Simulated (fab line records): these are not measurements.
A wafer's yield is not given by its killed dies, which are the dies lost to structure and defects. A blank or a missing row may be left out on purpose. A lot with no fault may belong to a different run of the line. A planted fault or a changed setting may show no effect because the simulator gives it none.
fab line records | flow berkeley-cmos170
[record] lots = 6 wafers = 18 last-day = 11
route steps=331 shown M3@315
lots that met no fault: from a run of the same line without faults
start-h: start of the lot's first displayed wafer, in hours after the record's first day | wait-h: how many hours have passed since the lot's step before this one | " identical to the entry in the row above | L1.1+2: several wafers, shown together as one row | - no value, or no start was given | * or withheld: withheld | < > ~ a bound
route shown NAME@n: names a module that has steps shown in the file, with the first one's number in the route | usual: mean/standard deviation of fault-free wafers | same: alike in all rows | chamber/n: place in a boat | sites: per-site readings | _std_site: their standard deviation | _edge_site: the outer-site mean with the inner-site mean subtracted | radius-mm: how far each site lies from the wafer's centre | mask NAME#n: copy n | behind: the last tool/chamber to shape the wafer | hold: reason for holding the lot/hours on hold/outcome of the hold | device: transistor that didn't switch, given as n, p or np | end of line: at the end of the route, the tests of the same wafers | where a step has no rows: the recipe by itself | killed: dies that structure and defects cost at the first sort, which is not the same as the wafer's yield | map: the dies of a wafer, with x for killed, . for not killed, _ for no die there
set.NAME: the setting the step ran with; set.NAME@STEP: the setting that earlier step ran with | model.NAME: the simulator's own value behind a step, which no gauge read
lots seen at some steps along the route; tables by step, rows by wafer
services: when a tool's chamber went out of use (start-h, in hours from the record's first day, below 0 if earlier), for how many hours, and the reason
[[steps]]
[step UCB170_M3_SOFTBAKE_06]
[recipe] resist = KrF temp-c = 130 time-s = 60
[step UCB170_M3_STRIP_07]
[recipe] chemistry = O2 power-w = 400 pressure-mtorr = 3500 platen-temp-c = withheld o2-flow-sccm = 400 overash-fraction = 0.5
[usual] drypump-motor-current-A = 5.8/0.41 oes-product-au = 0.735/0.0047 strip-time-to-endpoint-s = 21.97/0.063
// columns lot.wafer tool chamber start-h wait-h drypump-motor-current-A oes-product-au rf-hours-counter-h strip-time-to-endpoint-s
L626.1 plasma-asher-01 1 197.27 0.1 5.5 0.733 9 21.94
L626.4 " 1 " " 5.5 0.732 - 21.98
L626.6 " 1 " " 5.5 0.731 - 21.95
L628.2 plasma-asher-01 0 219.38 0.1 5.4 0.730 11 21.96
L628.4 " 1 " " 5.5 0.739 - 21.97
L628.6 " 1 " " 5.5 0.734 - 21.99
L631.1 plasma-asher-03 0 234.24 0.1 5.5 0.732 48 21.97
L631.2 " 1 " " 5.7 0.732 48 21.95
L631.5 " 1 " " 5.7 0.727 - 21.93
L633.1 plasma-asher-01 1 244.44 0.1 5.5 0.736 14 21.94
L633.2 " 0 " " 5.4 0.734 14 21.98
L633.3 " 1 " " 5.5 0.732 - 21.95
L637.1 plasma-asher-04 0 247.88 0.1 5.9 0.734 55 22.02
L637.5 " 1 " " 6.6 0.733 - 22.09
L637.6 " 0 " " 5.9 0.734 - 22.03
L639.2 plasma-asher-04 1 266.35 0.1 6.5 0.740 57 21.94
L639.3 " 0 " " 5.9 0.731 - 21.92
L639.6 " 0 " " 5.9 0.733 - 21.94
[step UCB170_M3_STRIP_08]
[recipe] chemistry = DMSO temp-c = 80 time-s = 600 material = KrF
[step UCB170_M3_COAT_09]
[recipe] resist = BARC temp-c = withheld time-s = withheld spin-rpm = 3000 resist-thk-nm = withheld
[step UCB170_M3_COAT_10]
[recipe] resist = KrF spin-rpm = 1500 resist-thk-nm = 900
[step UCB170_M3_SOFTBAKE_11]
[recipe] resist = KrF temp-c = 130 time-s = 60
[step UCB170_M3_EXPOSE_12]
[recipe] mask-id = METAL3 target-cd-nm = 700 na = 0.5 sigma-outer = 0.6 source-shape = conventional dose-mj = 26
[step UCB170_M3_PEB_13]
[recipe] peb-temp-c = 130 peb-time-s = withheld resist = KrF
[step UCB170_M3_DEVELOP_14]
[recipe] developer = TMAH develop-time-s = 45 resist = KrF dev-temp-c = 21
[step UCB170_M3_CD_MEAS_15]
[recipe] target-cd-nm = 700
[usual] cd-nm = 700.0/1.5
// columns lot.wafer tool chamber start-h wait-h cd-nm
L626.1 cd-sem-01 - 199.71 - 701.3
L626.4 " - " " 703.7
L626.6 " - " " 701.4
L628.2 cd-sem-02 - 220.94 - 701.1
L628.4 " - " " 703.1
L628.6 " - " " 701.5
L631.1 cd-sem-01 - 238.98 - 697.5
L631.2 " - " " 697.9
L631.5 " - " " 698.0
L633.1 cd-sem-01 - 246.11 - 701.0
L633.2 " - " " 700.1
L633.3 " - " " 700.5
L637.1 cd-sem-02 - 250.30 - 701.4
L637.5 " - " " 702.0
L637.6 " - " " 701.7
L639.2 cd-sem-02 - 268.39 - 698.8
L639.3 " - " " 697.9
L639.6 " - " " 699.4
[step UCB170_M3_OVL_MEAS_16]
[usual] M3_OVL = 0/5.8
// columns lot.wafer tool chamber start-h wait-h M3_OVL[nm]
L626.1 overlay-02 - 199.83 0.1 -7
L626.4 " - " " 1
L626.6 " - " " -2
L628.2 overlay-01 - 221.04 0.1 8
L628.4 " - " " 0
L628.6 " - " " 8
L631.1 overlay-02 - 239.10 0.1 -3
L631.2 " - " " -4
L631.5 " - " " -3
L633.1 overlay-01 - 246.23 0.1 -4
L633.2 " - " " 3
L633.3 " - " " 0
L637.1 overlay-02 - 250.42 0.1 -1
L637.5 " - " " 5
L637.6 " - " " -1
L639.2 overlay-01 - 268.49 0.1 -1
L639.3 " - " " -6
L639.6 " - " " -6
[step UCB170_M3_ETCH_17]
[recipe] chemistry = N2/H2 target-depth-a = withheld overetch-a = withheld target = BARC time-s = withheld source-w = 500 bias-w = 100 pressure-mtorr = 30 n2-flow-sccm = 100 h2-flow-sccm = 200
[usual] drypump-motor-current-A = 5.8/0.41 oes-product-au = 0.984/0.022 throttle-valve-pct = 13.35/0.13
// columns lot.wafer tool chamber start-h wait-h drypump-motor-current-A oes-product-au throttle-valve-pct
L626.1 rie-diel-01 3 199.87 0.0 5.6 0.980 13.17
L626.4 " 0 " " 6.3 0.995 13.14
L626.6 " 1 " " 5.0 0.945 13.56
L628.2 rie-diel-03 2 221.07 0.0 5.8 0.981 13.45
L628.4 " 1 " " 5.4 1.014 13.23
L628.6 " 1 " " 5.4 1.023 13.25
L631.1 rie-diel-03 1 239.14 0.0 5.4 1.025 13.24
L631.2 " 3 " " 5.5 0.984 13.49
L631.5 " 1 " " 5.4 1.035 13.24
L633.1 rie-diel-03 2 246.26 0.0 5.8 0.992 13.44
L633.2 " 3 " " 5.6 0.983 13.50
L633.3 " 1 " " 5.4 1.036 13.23
L637.1 rie-diel-01 0 250.45 0.0 6.4 0.989 13.15
L637.5 " 3 " " 5.7 0.983 13.18
L637.6 " 0 " " 6.3 1.000 13.15
L639.2 rie-diel-02 3 268.52 0.0 5.5 0.982 13.38
L639.3 " 2 " " 6.4 0.957 13.44
L639.6 " 2 " " 6.4 0.955 13.45
[step UCB170_M3_METAL_ETCH_18]
[recipe] chemistry = Cl2/BCl3 target = Al stop-on = SiO2 pressure-mtorr = 12 target-depth-a = 11700 over-etch-frac = 0.3 time-s = 195 icp-w = 600 bias-w = 120 Cl2_flow_sccm = 90 bcl3-flow-sccm = 45
[usual] drypump-motor-current-A = 5.7/0.33 oes-product-au = 0.855/0.015 throttle-valve-pct = 24.24/0.24
// columns lot.wafer tool chamber start-h wait-h drypump-motor-current-A oes-product-au rf-hours-counter-h throttle-valve-pct model.KrF_of_M3_COAT_10.thk-nm model.M3.feature-depth-nm model.etch.depth-nm
L626.1 rie-metal-03 0 199.91 - 5.8 0.865 4 24.28 165.5 958.9 898.6
L626.4 " 1 " " 6.1 0.842 - 24.08 181.5 960.3 901.5
L626.6 " 1 " " 6.1 0.836 - 24.08 172.2 955.2 896
L628.2 rie-metal-01 1 221.12 - 6.1 0.869 12 24.66 219.4 939.3 883.5
L628.4 " 0 " " 5.9 0.834 - 24.68 229.3 963.7 907.7
L628.6 " 0 " " 5.9 0.818 - 24.69 229 938.1 882.1
L631.1 rie-metal-04 0 239.18 - 5.3 0.852 14 24.20 226.1 960.2 904.5
L631.2 " 1 " " 5.3 0.853 4 23.98 219.7 939 884.5
L631.5 " 1 " " 5.3 0.861 - 23.97 221.5 950 895.7
L633.1 rie-metal-01 1 246.31 - 6.0 0.854 13 24.68 379.8 917.2 874.5
L633.2 " 1 " " 6.0 0.863 - 24.68 383.4 876.6 876.6
L633.3 " 1 " " 6.1 0.865 - 24.65 382.5 884.3 884.3
L637.1 rie-metal-01 1 250.50 - 6.0 0.866 14 24.65 379.9 875.6 875.6
L637.5 " 1 " " 6.1 0.866 - 24.67 379.6 873.2 873.2
L637.6 " 0 " " 5.9 0.858 - 24.74 223.5 977.3 921
L639.2 rie-metal-03 0 268.57 - 5.8 0.851 6 24.28 180.4 952.6 893.4
L639.3 " 0 " " 5.8 0.853 - 24.24 179.4 962.2 902.8
L639.6 " 0 " " 5.8 0.841 - 24.26 181.3 929.1 869.7
[step UCB170_M3_STRIP_19]
[recipe] chemistry = O2 power-w = 400 pressure-mtorr = 3500 platen-temp-c = withheld o2-flow-sccm = 400 overash-fraction = 0.5
[usual] drypump-motor-current-A = 5.8/0.42 oes-product-au = 0.534/0.022
// columns lot.wafer tool chamber start-h wait-h drypump-motor-current-A oes-product-au rf-hours-counter-h
L626.1 plasma-asher-03 0 200.10 0.1 5.5 0.493 43
L626.4 " 1 " " 5.7 0.507 -
L626.6 " 0 " " 5.5 0.510 -
L628.2 plasma-asher-04 0 221.30 0.1 5.9 0.553 51
L628.4 " 0 " " 5.9 0.571 -
L628.6 " 0 " " 5.9 0.570 -
L631.1 plasma-asher-03 0 239.37 0.1 5.5 0.557 48
L631.2 " 1 " " 5.7 0.547 48
L631.5 " 1 " " 5.7 0.547 -
L633.1 plasma-asher-01 1 246.68 0.3 5.5 0.713 15
L633.2 " 0 " " 5.4 0.716 15
L633.3 " 1 " " 5.5 0.719 -
L637.1 plasma-asher-04 0 250.68 0.1 5.9 0.712 55
L637.5 " 0 " " 5.9 0.718 -
L637.6 " 1 " " 6.6 0.554 -
L639.2 plasma-asher-03 0 268.75 0.1 5.5 0.504 52
L639.3 " 1 " " 5.7 0.506 -
L639.6 " 0 " " 5.5 0.511 -
[step UCB170_M3_CD_MEAS_90]
[recipe] target-cd-nm = 700
[usual] cd-nm = 697/6.4
// columns lot.wafer tool chamber start-h wait-h cd-nm
L626.1 cd-sem-01 - 200.20 0.1 689
L626.4 " - " " 705
L626.6 " - " " 703
L628.2 cd-sem-02 - 221.42 0.1 698
L628.4 " - " " 705
L628.6 " - " " 703
L631.1 cd-sem-02 - 239.47 0.1 698
L631.2 " - " " 690
L631.5 " - " " 687
L633.1 cd-sem-01 - 246.78 0.1 712
L633.2 " - " " 709
L633.3 " - " " 706
L637.1 cd-sem-01 - 250.78 0.1 709
L637.5 " - " " 709
L637.6 " - " " 707
L639.2 cd-sem-01 - 268.87 0.1 685
L639.3 " - " " 684
L639.6 " - " " 685
[step UCB170_M3_PROBE_99]
// columns lot.wafer tool chamber start-h wait-h model.etest.antenna-m3.over-limit model.etest.antenna-m3.short model.etest.antenna-m2.over-limit model.etest.antenna-m2.short
L626.1+4+6 prober-02 - 200.44 0.1 0 0 0 0
L628.2+4+6 prober-01 - 221.69 0.1 0 0 0 0
L631.1+2+5 prober-02 - 239.71 0.1 0 0 0 0
L633.1 prober-02 - 247.02 0.1 0 0 0 0
L633.2+3 prober-02 - 247.07 0.1 1 1 1 1
L637.1+5 prober-01 - 251.02 0.1 1 1 1 1
L637.6 prober-01 - 251.27 0.2 0 0 0 0
L639.2+6 prober-01 - 269.14 0.1 0 0 0 0
// killed by level:class
L626.1 START:geometric-particle:short=1 WELLDRIVE:geometric-particle:short=1 GATE:geometric-particle:open=1
L626.4 GATE:geometric-particle:open=1 SPACER:geometric-particle:short=1 ACTIVE:area-etch=1
L626.6 GATE:geometric-particle:short=2 SPACER:geometric-particle:open=2 SILICIDE:geometric-particle:short=1 V1:geometric-particle:open=1 PWELL:area-etch=1 ACTIVE:area-etch=1
L628.2 SACOX:geometric-particle:open=1 SACOX:geometric-particle:short=1 GATE:geometric-particle:short=1 V2:geometric-particle:open=1
L628.4 WELLDRIVE:geometric-particle:open=1 PWELL:area-etch=1
L628.6 M2:geometric-particle:short=1
L631.1 PWELL:area-etch=4 V2:geometric-particle:short=2 V1:geometric-particle:open=1 ACTIVE:area-etch=1
L631.2 M3:geometric-particle:open=2 V2:geometric-particle:open=1 M3:geometric-particle:short=1
L631.5 SPACER:geometric-particle:open=1 CONTACT:geometric-particle:short=1 V1:geometric-particle:open=1
L639.2 M2:coat-microbubble-printed=2 PWELL:area-etch=1
L639.6 SCREENOX:geometric-particle:open=1 V1:geometric-particle:short=1 M3:geometric-particle:open=1 NWELL:area-etch=1
[[services]]
// columns tool chamber start-h hours kind
rie-diel-01 2 199.48 - clean
rie-diel-01 2 199.48 15.7 scheduled-down
rie-diel-01 2 199.48 15.7 vent-cycle
rie-metal-04 - 216.16 2.8 pm
plasma-asher-04 - 218.20 1.5 repair
rie-metal-01 0 229.80 - clean
rie-metal-01 0 229.80 18.7 scheduled-down
rie-metal-01 0 229.80 18.7 vent-cycle
rie-diel-01 2 232.74 5.2 repair
rie-diel-02 - 233.14 2.8 pm
rie-diel-01 1 238.00 - clean
rie-diel-01 1 238.00 15.5 scheduled-down
rie-diel-01 1 238.00 15.5 vent-cycle
rie-metal-03 - 239.69 1.4 pm
[[key]]
[first-sign] step = UCB170_M3_STRIP_19 reading = oes-product-au direction = up sigmas = 8.3 usual = 0.534 struck = 0.716
[effect] step = UCB170_M3_CD_MEAS_90 reading = cd-nm direction = up sigmas = 1.8 usual = 697 struck = 709
[model-effect] step = UCB170_M3_METAL_ETCH_18 value = KrF_of_M3_COAT_10.thk-nm without = 220.9 struck = 381
[model-effect] step = UCB170_M3_PROBE_99 value = etest.antenna-m3.over-limit without = 0 struck = 1
met-at UCB170_M3_METAL_ETCH_18
struck-wafers L633.1,L633.2,L633.3,L637.1,L637.5
later-rows-left-out L633.2,L633.3,L637.1,L637.5
sort-left-out L633.1,L633.2,L633.3,L637.1,L637.5
onset-between 221.12 246.31
[fault] kind = process-parameter-drift tool = rie-metal-01 chamber = 1 onset-h = 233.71 steps = UCB170_M3_METAL_ETCH_18 channel = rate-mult offset = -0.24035 shape = step end-h = 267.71
// sort-left-out: the simulated sort isn't trusted on such a fault, so these wafers' sort isn't shown, and their yield isn't known
// later-rows-left-out: the simulator's readings of these wafers behind a module that went badly wrong aren't trusted and aren't shown, but for the sort
